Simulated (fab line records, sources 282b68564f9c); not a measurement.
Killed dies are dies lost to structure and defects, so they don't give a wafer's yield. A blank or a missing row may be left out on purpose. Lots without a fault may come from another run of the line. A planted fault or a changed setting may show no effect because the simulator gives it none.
fab line records | flow rit_cmos
record lots=7 wafers=21 last_day=7
route steps=202 shown FOX2@24 NWELL@28 M1@202
lots that met no fault: from a run of the same line without faults
start_h: hours from the record's first day to the start of the lot's first wafer shown | wait_h: hours since the lot's step before | " the same as in the row above | L1.1+2: a row that stands for several wafers | - no value, or no start given | * or withheld: withheld | < > ~ a bound
route shown NAME@n: a module of which the file shows steps, and the number in the route of the first | usual: mean/standard deviation of fault-free wafers | same: alike in all rows | chamber/n: place in a boat | sites: the reading at each site | _std_site: their standard deviation | _edge_site: outer sites' mean less inner sites' | radius_mm: how far each site lies from the wafer's centre | mask NAME#n: copy n | behind: the tool/chamber that last shaped the wafer | hold: why the lot was held/for how many hours/how that ended | device: the transistor (n, p or np) that didn't switch | end of line: the same wafers' tests at the end of the route | a step without rows: its recipe alone | killed: dies lost to structure and defects at the first sort, not the wafer's yield | map: a wafer's dies, x killed, . not, _ none there
set.NAME: the setting as run; set.NAME@STEP: as run at that earlier step | model.NAME: the simulator's own value behind a step, which no gauge read
lots at some steps of the route; a table a step, a row a wafer
services: from which hour (start_h, from the record's first day; less than 0 if before it) a tool's chamber was out of use, for how many hours, and why
## steps
# step RIT_FOX2_THK_MEAS_01
# recipe reads=SiO2_of_FOX2_OXIDATION_00
# usual FOX2_OXIDE_THK=352/5.9
# columns lot.wafer tool chamber start_h wait_h FOX2_OXIDE_THK[nm]
L634.2 film_metro-03 - 18.49 0.0 347
L634.5 " - " " 354
L634.6 " - " " 345
L638.2 film_metro-04 - 41.43 0.0 355
L638.3 " - " " 345
L638.6 " - " " 349
L652.1 film_metro-02 - 111.06 0.0 361
L652.2 " - " " 365
L652.6 " - " " 365
L653.3 film_metro-04 - 114.55 0.0 347
L653.5 " - " " 353
L653.6 " - " " 350
L654.3 film_metro-02 - 121.01 0.0 359
L654.4 " - " " 356
L654.6 " - " " 360
L656.1 film_metro-04 - 130.40 0.0 351
L656.4 " - " " 351
L656.6 " - " " 348
L657.1 film_metro-03 - 134.07 0.0 348
L657.3 " - " " 349
L657.4 " - " " 353
# step RIT_FOX2_CLEAN_02
# recipe chemistry=dHF dilution=50:1 time_s=180
# step RIT_FOX2_WET_ETCH_03
# recipe chemistry=H3PO4 target=Si3N4 target_depth_nm=195 temp_c=165 time_s=2700
# step RIT_FOX2_THK_MEAS_90
# recipe reads=SiO2_of_FOX2_OXIDATION_00
# usual FIELD_OXIDE_LEFT_1_THK=325/6
# columns lot.wafer tool chamber start_h wait_h FIELD_OXIDE_LEFT_1_THK[nm]
L634.2 film_metro-04 - 19.37 0.0 320
L634.5 " - " " 326
L634.6 " - " " 318
L638.2 film_metro-03 - 42.31 0.0 327
L638.3 " - " " 317
L638.6 " - " " 322
L652.1 film_metro-04 - 111.94 0.0 334
L652.2 " - " " 338
L652.6 " - " " 337
L653.3 film_metro-03 - 115.49 0.0 319
L653.5 " - " " 325
L653.6 " - " " 323
L654.3 film_metro-04 - 121.89 0.0 332
L654.4 " - " " 329
L654.6 " - " " 332
L656.1 film_metro-02 - 131.28 0.0 323
L656.4 " - " " 323
L656.6 " - " " 320
L657.1 film_metro-02 - 134.95 0.0 320
L657.3 " - " " 322
L657.4 " - " " 325
# step RIT_NWELL_HMDS_00
# recipe prime_time_s=60 prime_temp_c=140
# step RIT_NWELL_COAT_01
# recipe resist=NOVOLAK spin_rpm=2000 resist_thk_nm=1300
# step RIT_NWELL_SOFTBAKE_02
# recipe resist=NOVOLAK temp_c=90 time_s=57.45
# step RIT_NWELL_EXPOSE_03
# recipe mask_id=M2 na=0.57 target_cd_nm=43900 dose_mj=250
# step RIT_NWELL_PEB_04
# recipe resist=NOVOLAK temp_c=withheld time_s=withheld
# step RIT_NWELL_DEVELOP_05
# recipe resist=NOVOLAK develop_time_s=68 dev_temp_c=23
# step RIT_NWELL_OVL_MEAS_06
# usual NWELL_OVL=-1.0/1.4
# columns lot.wafer tool chamber start_h wait_h NWELL_OVL[nm]
L634.2 overlay-02 - 20.31 - -1.7
L634.5 " - " " 0.0
L634.6 " - " " -1.0
L638.2 overlay-02 - 43.30 - -1.2
L638.3 " - " " 0.1
L638.6 " - " " -0.5
L652.1 overlay-01 - 113.01 - 0.0
L652.2 " - " " -1.3
L652.6 " - " " -2.9
L653.3 overlay-02 - 116.42 - -1.8
L653.5 " - " " -0.5
L653.6 " - " " -1.9
L654.3 overlay-02 - 122.95 - 1.7
L654.4 " - " " 1.3
L654.6 " - " " -0.8
L656.1 overlay-02 - 132.35 - -3.6
L656.4 " - " " -0.7
L656.6 " - " " 0.1
L657.1 overlay-02 - 135.89 - -0.4
L657.3 " - " " -2.2
L657.4 " - " " -2.1
# step RIT_NWELL_HARDBAKE_07
# recipe resist=NOVOLAK temp_c=140 time_s=120
# step RIT_NWELL_IMPLANT_08
# recipe species=P energy_kev=170 dose_cm2=5e+13 tilt_deg=7
# usual beam_energy_keV=170.00/0.051 end_station_pressure_torr=5.1e-06/2.3e-07 faraday_current_uA=158/3.1
# columns lot.wafer tool chamber start_h wait_h beam_energy_keV end_station_pressure_torr faraday_current_uA model.implant.rp_nm model.implant.drp_nm
L634.2 implanter-03 0 20.61 0.2 170.00 4.75e-06 160 220 68.82
L634.5 " 0 " " 169.92 5.29e-06 156 220 68.82
L634.6 " 0 " " 169.99 5.07e-06 156 220 68.82
L638.2 implanter-04 0 43.61 0.2 169.95 5.23e-06 161 215.4 68.82
L638.3 " 0 " " 169.93 5.45e-06 154 215.4 68.82
L638.6 " 0 " " 169.97 5.05e-06 165 215.4 68.82
L652.1 implanter-04 0 113.29 0.2 178.33 5.28e-06 152 222.8 71.32
L652.2 " 0 " " 178.25 4.98e-06 157 222.8 71.32
L652.6 " 0 " " 178.31 5.29e-06 157 222.8 71.32
L653.3 implanter-04 0 116.75 0.2 178.18 4.85e-06 155 218.1 71.32
L653.5 " 0 " " 178.28 5.36e-06 156 218.1 71.32
L653.6 " 0 " " 178.22 5.52e-06 158 218.1 71.32
L654.3 implanter-04 0 123.27 0.2 178.20 5.24e-06 157 220 71.32
L654.4 " 0 " " 178.19 5.32e-06 161 220 71.32
L654.6 " 0 " " 178.22 5.39e-06 153 220 71.32
L656.1 implanter-03 0 132.63 0.2 169.99 5.23e-06 154 213.5 68.82
L656.4 " 0 " " 169.89 5.34e-06 157 213.5 68.82
L656.6 " 0 " " 169.97 5.18e-06 157 213.5 68.82
L657.1 implanter-03 0 136.17 0.2 170.05 4.77e-06 154 215.1 68.82
L657.3 " 0 " " 170.00 5.3e-06 155 215.1 68.82
L657.4 " 0 " " 170.06 4.9e-06 156 215.1 68.82
# step RIT_NWELL_STRIP_09
# recipe chemistry=O2 time_s=180 resist=NOVOLAK platen_temp_c=withheld power_w=500 pressure_mtorr=4000 o2_flow_sccm=4000
# usual drypump_motor_current_A=5.9/0.35 rf_refl_power_W=6.4/1.1
# columns lot.wafer tool chamber start_h wait_h drypump_motor_current_A rf_hours_counter_h rf_refl_power_W
L634.2 plasma_asher-01 1 20.74 0.1 6.4 35 6.1
L634.5 " 0 " " 5.8 - 6.4
L634.6 " 1 " " 6.4 - 6.0
L638.2 plasma_asher-02 0 43.73 0.1 5.6 27 7.8
L638.3 " 0 " " 5.6 - 7.8
L638.6 " 0 " " 5.6 - 7.8
L652.1 plasma_asher-03 1 113.44 0.1 5.7 49 7.6
L652.2 " 0 " " 6.4 49 5.3
L652.6 " 1 " " 5.7 - 7.8
L653.3 plasma_asher-03 1 116.91 0.1 5.7 - 7.7
L653.5 " 1 " " 5.7 - 7.6
L653.6 " 0 " " 6.4 - 5.6
L654.3 plasma_asher-01 1 123.43 0.1 6.4 - 6.0
L654.4 " 0 " " 5.8 - 6.6
L654.6 " 0 " " 5.8 - 6.4
L656.1 plasma_asher-02 1 132.78 0.1 5.5 36 4.4
L656.4 " 1 " " 5.5 - 4.7
L656.6 " 1 " " 5.5 - 4.5
L657.1 plasma_asher-01 0 136.32 0.1 5.8 47 6.8
L657.3 " 1 " " 6.4 - 6.1
L657.4 " 0 " " 5.8 - 6.5
# step RIT_M1_PROBE_99
# usual killed_at_contacts=0.1/0.25 killed_at_front_end=6.3/2.9 killed_dies=6.4/2.8 killed_open=3.3/2 killed_short=3.1/2
# same gross_dies=264 killed_at_M0_to_M3=0 killed_at_M4_up=0 killed_at_back_side=0 killed_at_other=0
# columns lot.wafer tool chamber start_h wait_h killed_at_contacts killed_at_front_end killed_dies killed_open killed_short model.etest.field_p_metal.vt_v model.etest.field_p.vt_v
L634.2 prober-01 - 59.31 0.1 0 5 5 0 5 -30.78 -13.2
L634.5 prober-01 - 59.46 0.2 0 4 4 2 2 -30.4 -13.09
L634.6 prober-01 - 59.51 0.2 0 10 10 5 5 -31.72 -13.1
L638.2 prober-01 - 80.01 0.1 0 5 5 1 4 -30.41 -12.79
L638.3 prober-01 - 80.06 0.2 0 13 13 7 6 -30.8 -12.85
L638.6 prober-01 - 80.21 0.2 0 5 5 3 2 -30.71 -12.85
L652.1 prober-02 - 150.47 0.1 0 10 10 7 3 -30.62 -13.32
L652.2 prober-02 - 150.52 0.1 1 5 6 2 4 -30.83 -13.43
L652.6 prober-02 - 150.72 0.2 0 12 12 7 5 -30.96 -13.36
L653.3 prober-01 - 153.21 0.2 0 5 5 2 3 -31.04 -12.86
L653.5 prober-01 - 153.31 0.2 1 4 5 0 5 -30.32 -12.8
L653.6 prober-01 - 153.36 0.2 0 2 2 1 1 -30.98 -12.87
L654.3 prober-02 - 163.15 0.2 0 4 4 2 2 -30.47 -13.07
L654.4 prober-02 - 163.20 0.2 0 5 5 3 2 -30.5 -13.17
L654.6 prober-02 - 163.30 0.2 0 4 4 4 0 -30.63 -13.14
L656.1 prober-02 - 170.25 0.1 0 10 10 7 3 -30.21 -12.7
L656.4 prober-02 - 170.40 0.2 0 11 11 5 6 -30.26 -12.78
L656.6 prober-02 - 170.50 0.2 0 4 4 2 2 -30.2 -12.77
L657.1 prober-01 - 177.79 0.1 0 11 11 4 7 -30.39 -12.75
L657.3 prober-01 - 177.89 0.2 0 5 5 4 1 -30.67 -12.8
L657.4 prober-01 - 177.94 0.2 0 8 8 5 3 -29.92 -12.69
# killed by level:class
L634.2 REOX:geometric_particle:short=3 GATE:geometric_particle:short=1 SPACER:geometric_particle:short=1
L634.5 GATE:geometric_particle:short=2 FOX1:geometric_particle:open=1 FOX2:geometric_particle:open=1
L634.6 GATE:geometric_particle:open=3 FOX2:geometric_particle:short=2 SPACER:geometric_particle:open=2 FOX1:geometric_particle:short=1 GATE:geometric_particle:short=1 SILICIDE:geometric_particle:short=1
L638.2 GATE:geometric_particle:short=2 FOX1:geometric_particle:short=1 FOX2:geometric_particle:short=1 GATE:geometric_particle:open=1
L638.3 GATE:geometric_particle:open=5 GATE:geometric_particle:short=4 SPACER:geometric_particle:short=2 FOX1:geometric_particle:open=1 FOX2:geometric_particle:open=1
L638.6 FOX1:geometric_particle:open=1 GATE:geometric_particle:short=1 GATE:geometric_particle:open=1 SPACER:geometric_particle:open=1 SILICIDE:geometric_particle:short=1
L652.1 GATE:geometric_particle:open=4 GATE:geometric_particle:short=2 FOX1:geometric_particle:short=1 FOX1:geometric_particle:open=1 REOX:geometric_particle:open=1 SPACER:geometric_particle:open=1
L652.2 SILICIDE:geometric_particle:short=2 FOX1:geometric_particle:short=1 REOX:geometric_particle:short=1 REOX:geometric_particle:open=1 CONTACT:geometric_particle:open=1
L652.6 GATE:geometric_particle:short=4 GATE:geometric_particle:open=4 FOX1:geometric_particle:short=1 FOX2:geometric_particle:open=1 SPACER:geometric_particle:open=1 SILICIDE:geometric_particle:open=1
L653.3 SILICIDE:geometric_particle:short=3 FOX2:geometric_particle:open=1 SILICIDE:geometric_particle:open=1
L653.5 SILICIDE:geometric_particle:short=2 GATE:geometric_particle:short=1 SPACER:geometric_particle:short=1 CONTACT:geometric_particle:short=1
L653.6 GATE:geometric_particle:open=1 SILICIDE:geometric_particle:short=1
L654.3 FOX1:geometric_particle:short=1 FOX2:geometric_particle:short=1 REOX:geometric_particle:open=1 SILICIDE:geometric_particle:open=1
L654.4 GATE:geometric_particle:open=2 GATE:geometric_particle:short=2 REOX:geometric_particle:open=1
L654.6 FOX1:geometric_particle:open=1 FOX2:geometric_particle:open=1 GATE:geometric_particle:open=1 SPACER:geometric_particle:open=1
L656.1 FOX1:geometric_particle:open=2 SILICIDE:geometric_particle:open=2 FOX1:geometric_particle:short=1 FOX2:geometric_particle:open=1 GATE:geometric_particle:short=1 GATE:geometric_particle:open=1 REOX:geometric_particle:short=1 REOX:geometric_particle:open=1
L656.4 FOX1:geometric_particle:short=4 GATE:geometric_particle:open=2 REOX:geometric_particle:open=2 GATE:geometric_particle:short=1 REOX:geometric_particle:short=1 SPACER:geometric_particle:open=1
L656.6 REOX:geometric_particle:open=2 SILICIDE:geometric_particle:short=2
L657.1 GATE:geometric_particle:short=3 SPACER:geometric_particle:short=3 GATE:geometric_particle:open=2 FOX1:geometric_particle:short=1 REOX:geometric_particle:open=1 SILICIDE:geometric_particle:open=1
L657.3 GATE:geometric_particle:open=3 SPACER:geometric_particle:open=1 SILICIDE:geometric_particle:short=1
L657.4 FOX2:geometric_particle:open=2 SILICIDE:geometric_particle:open=2 FOX1:geometric_particle:short=1 FOX2:geometric_particle:short=1 GATE:geometric_particle:open=1 GATE:geometric_particle:short=1
## services
# columns tool chamber start_h hours kind
plasma_asher-03 - 12.73 2.0 repair
plasma_asher-03 - 32.03 0.3 repair
implanter-03 - 32.28 19.1 pm
plasma_asher-03 - 59.40 2.3 repair
implanter-03 - 66.95 4.5 repair
implanter-03 - 102.65 3.2 repair
## key
first_sign step=RIT_NWELL_IMPLANT_08 reading=beam_energy_keV direction=up sigmas=99+ usual=170.00 struck=178.24
effect none on later readings
model_effect step=RIT_NWELL_IMPLANT_08 value=implant.rp_nm without=209.8 struck=220.3
model_effect step=RIT_M1_PROBE_99 value=etest.field_p_metal.vt_v without=-29.25 struck=-30.7
met_at RIT_NWELL_IMPLANT_08
struck_wafers L652.1,L652.2,L652.6,L653.3,L653.5,L653.6,L654.3,L654.4,L654.6
tester_left_out L652,L653,L654
onset_between 43.61 113.29
fault kind=process_parameter_drift tool=implanter-04 chamber=- onset_h=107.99 steps=RIT_NWELL_IMPLANT_08 channel=energy_kev offset=8.2498 shape=step end_h=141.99 acts_in=these_recipes_only stated=170
# tester_left_out: of these lots the tester's yield and bins aren't shown, on N5 and GAA mostly nor the transistor test; their killed dies are dies lost to structure and defects alone, not to doping, threshold or leakage, so they don't give the yield
